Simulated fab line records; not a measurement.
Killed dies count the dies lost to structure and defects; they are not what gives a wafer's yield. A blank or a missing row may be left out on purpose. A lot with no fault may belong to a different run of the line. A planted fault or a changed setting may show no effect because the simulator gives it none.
Which tool is to blame? | flow berkeleyCmos170 | 14 lots, 42 wafers sampled, at 5 steps of a route of 331

WHAT EACH GAUGE READ, for each wafer
UCB170_PLDD_TW_MEAS_11. Usual: PLDD_TW gives 1013 (standard deviation 5.4).
lot  | measured     | on           | PLDD_TW        | flag
L882 | day 7 05:53  | filmMetro-03 | 1016 1013 1016 | 
L884 | day 7 17:34  | filmMetro-04 | 1015 1014 1021 | 
L885 | day 8 06:45  | filmMetro-04 | 1021 1020 1024 | 
L886 | day 8 07:24  | filmMetro-04 | 1019 1017 1015 | 
L888 | day 8 21:03  | filmMetro-04 | 1022 1023 1022 | 
L891 | day 9 05:07  | filmMetro-04 | 1026 1020 1018 | 
L890 | day 9 05:14  | filmMetro-03 | 1007 1005 1001 | 
L892 | day 10 02:10 | filmMetro-01 | 1018 1013 1013 | 
L893 | day 10 02:26 | filmMetro-01 | 1010 1010 1001 | 
L897 | day 10 08:24 | filmMetro-01 | 1011 1007 1006 | 
L894 | day 10 08:40 | filmMetro-04 | 1014 1016 1017 | 
L896 | day 10 08:58 | filmMetro-01 | 1007 1011 1006 | 
L905 | day 12 00:53 | filmMetro-03 | 1012 1010 1017 | 
L904 | day 12 01:11 | filmMetro-03 | 1017 1016 1006 | 

UCB170_SPACER_THK_MEAS_01. Usual: SPACER_TEOS_THK gives 376 nm (standard deviation 4.4).
lot  | measured     | on           | SPACER_TEOS_THK (nm) | flag
L882 | day 7 09:25  | filmMetro-02 | 376 384 381          | 
L884 | day 7 21:31  | filmMetro-02 | 376 382 384          | 
L885 | day 8 08:41  | filmMetro-02 | 374 371 376          | 
L886 | day 8 09:23  | filmMetro-03 | 374 381 382          | 
L888 | day 8 23:01  | filmMetro-02 | 381 384 381          | 
L891 | day 9 07:08  | filmMetro-04 | 377 377 379          | 
L890 | day 9 07:22  | filmMetro-03 | 373 378 378          | 
L892 | day 10 04:41 | filmMetro-03 | 373 370 370          | 
L893 | day 10 05:16 | filmMetro-04 | 377 383 380          | 
L897 | day 10 12:02 | filmMetro-04 | 372 374 381          | 
L894 | day 10 12:47 | filmMetro-04 | 370 377 381          | 
L896 | day 10 13:01 | filmMetro-03 | 368 380 377          | 
L905 | day 12 03:18 | filmMetro-04 | 369 376 374          | 
L904 | day 12 03:44 | filmMetro-02 | 368 374 377          | 

UCB170_PSD_CD_MEAS_06 targets a cd of 1200 nm. Usual: cdNm at 1200.4 nm, with a standard deviation of 1.4.
lot  | measured     | on       | cdNm (nm)            | flag
L882 | day 7 15:02  | cdSem-02 | 1202.7 1200.9 1200.2 | 
L884 | day 8 05:10  | cdSem-02 | 1199.3 1199.9 1199.6 | 
L885 | day 8 16:01  | cdSem-02 | 1201.3 1199.1 1201.4 | 
L886 | day 8 16:15  | cdSem-02 | 1201.4 1200.1 1198.7 | 
L888 | day 9 06:05  | cdSem-01 | 1202.3 1201.0 1200.7 | 
L891 | day 9 15:02  | cdSem-01 | 1199.7 1200.6 1200.5 | 
L890 | day 9 15:23  | cdSem-01 | 1200.1 1200.0 1201.0 | 
L892 | day 10 12:44 | cdSem-01 | 1199.1 1200.4 1199.7 | 
L893 | day 10 12:36 | cdSem-02 | 1199.2 1199.6 1200.0 | 
L897 | day 10 16:15 | cdSem-01 | 1200.3 1201.9 1200.7 | 
L894 | day 10 16:29 | cdSem-01 | 1093.0 1090.3 1090.6 | OFF
L896 | day 10 16:46 | cdSem-01 | 1095.8 1096.9 1097.3 | OFF
L905 | day 12 11:11 | cdSem-02 | 1199.1 1198.0 1199.1 | 
L904 | day 12 11:32 | cdSem-01 | 1198.6 1200.1 1199.5 | 

UCB170_PSD_TW_MEAS_10. Usual: PSD_TW gives 2334 (standard deviation 13).
lot  | measured     | on           | PSD_TW         | flag
L882 | day 7 15:26  | filmMetro-04 | 2347 2346 2346 | 
L884 | day 8 05:33  | filmMetro-01 | 2313 2321 2324 | 
L885 | day 8 16:25  | filmMetro-03 | 2306 2321 2320 | 
L886 | day 8 16:38  | filmMetro-04 | 2358 2359 2355 | 
L888 | day 9 06:29  | filmMetro-04 | 2347 2363 2355 | 
L891 | day 9 15:26  | filmMetro-01 | 2338 2332 2334 | 
L890 | day 9 15:47  | filmMetro-04 | 2354 2363 2337 | 
L892 | day 10 13:08 | filmMetro-03 | 2331 2341 2330 | 
L893 | day 10 13:01 | filmMetro-01 | 2328 2335 2344 | 
L897 | day 10 16:38 | filmMetro-01 | 2321 2325 2318 | 
L894 | day 10 16:52 | filmMetro-01 | 2321 2319 2328 | 
L896 | day 10 17:09 | filmMetro-01 | 2325 2331 2329 | 
L905 | day 12 11:35 | filmMetro-04 | 2337 2343 2339 | 
L904 | day 12 11:56 | filmMetro-04 | 2326 2344 2346 | 

TOOL THAT RAN EACH LOT (tool first, then ch and the chambers of the sampled wafers, then the start)
lot  | UCB170_PSD_PEB_04
L882 | lithoTrack-03 ch 0, day 7 14:40
L884 | lithoTrack-03 ch 0, day 8 04:54
L885 | lithoTrack-04 ch 0, day 8 15:44
L886 | lithoTrack-03 ch 0, day 8 15:59
L888 | lithoTrack-01 ch 0, day 9 05:49
L891 | lithoTrack-04 ch 0, day 9 14:40
L890 | lithoTrack-01 ch 0, day 9 14:56
L892 | lithoTrack-04 ch 0, day 10 12:28
L893 | lithoTrack-03 ch 0, day 10 12:20
L897 | lithoTrack-03 ch 0, day 10 15:59
L894 | lithoTrack-04 ch 0, day 10 16:13
L896 | lithoTrack-04 ch 0, day 10 16:30
L905 | lithoTrack-03 ch 0, day 12 10:54
L904 | lithoTrack-03 ch 0, day 12 11:15
- UCB170_PSD_PEB_04

AS READ BY THE TOOLS THEMSELVES (means over the sampled wafers that have a number; for cases with no such wafer, the mark the record gives instead)
UCB170_PSD_PEB_04. Usual: heaterPowerTotalW 56.81 W, standard deviation 0.05; plateTempC 130.00 C, standard deviation 0.13.
lot  | tool          | heaterPowerTotalW (W) | plateTempC (C) | flag
L882 | lithoTrack-03 | 56.84                 | 130.08         | 
L884 | lithoTrack-03 | 56.83                 | 130.02         | 
L885 | lithoTrack-04 | 56.82                 | 130.07         | 
L886 | lithoTrack-03 | 56.79                 | 129.90         | 
L888 | lithoTrack-01 | 56.79                 | 130.09         | 
L891 | lithoTrack-04 | 56.77                 | 129.84         | 
L890 | lithoTrack-01 | 56.85                 | 130.00         | 
L892 | lithoTrack-04 | 56.80                 | 129.99         | 
L893 | lithoTrack-03 | 56.79                 | 129.98         | 
L897 | lithoTrack-03 | 56.79                 | 129.95         | 
L894 | lithoTrack-04 | 50.93                 | 119.67         | OFF
L896 | lithoTrack-04 | 50.93                 | 119.66         | OFF
L905 | lithoTrack-03 | 56.77                 | 129.95         | 
L904 | lithoTrack-03 | 56.83                 | 129.90         | 

THE ANSWER, worked out from the rows above alone
Rule: a lot is off if the mean of its wafers that have a number lies more than 3 standard deviations from the usual mean. Also off: a lot with no number at a reading for which 4 or more lots have one. Where the step has rows for the other lots, those lots are counted as sound. After the gauges, taken in route order, come the tools' own readings; for these a lot's mean is taken, as printed above. At the first step where some lot is off, the reading lying furthest off is the one used; lots without a number count as furthest.
Off: L894, L896, at UCB170_PSD_CD_MEAS_06 (cdNm).
A tool fits if, at a process step before that reading, it ran every lot that is off, and no sound lot after the first of them. Not tried: the gauges at UCB170_PSD_CD_MEAS_06; whatever is off there is also off at UCB170_PSD_PEB_04, on other tools, and gauge error can't account for it. One fits: UCB170_PSD_PEB_04 on lithoTrack-04. A fault onset in the window from L892 (day 10 12:28, its last sound lot) to L894 (day 10 16:13, its first lot off) fits.
The tool's own readings at UCB170_PSD_PEB_04 bear it out: on the lots that are off they differ by more than 5 times the standard deviation of the sound lots' means. heaterPowerTotalW reads 50.93 W there against 56.81 W on the sound lots; plateTempC reads 119.66 C there against 129.98 C on the sound lots.

WHAT HAD BEEN PUT IN BY THE SIMULATOR
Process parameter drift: lithoTrack-04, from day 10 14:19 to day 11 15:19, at UCB170_PSD_PEB_04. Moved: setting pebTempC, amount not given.
Shown lots that were struck: L894, L896. The rule above reached the same finding.
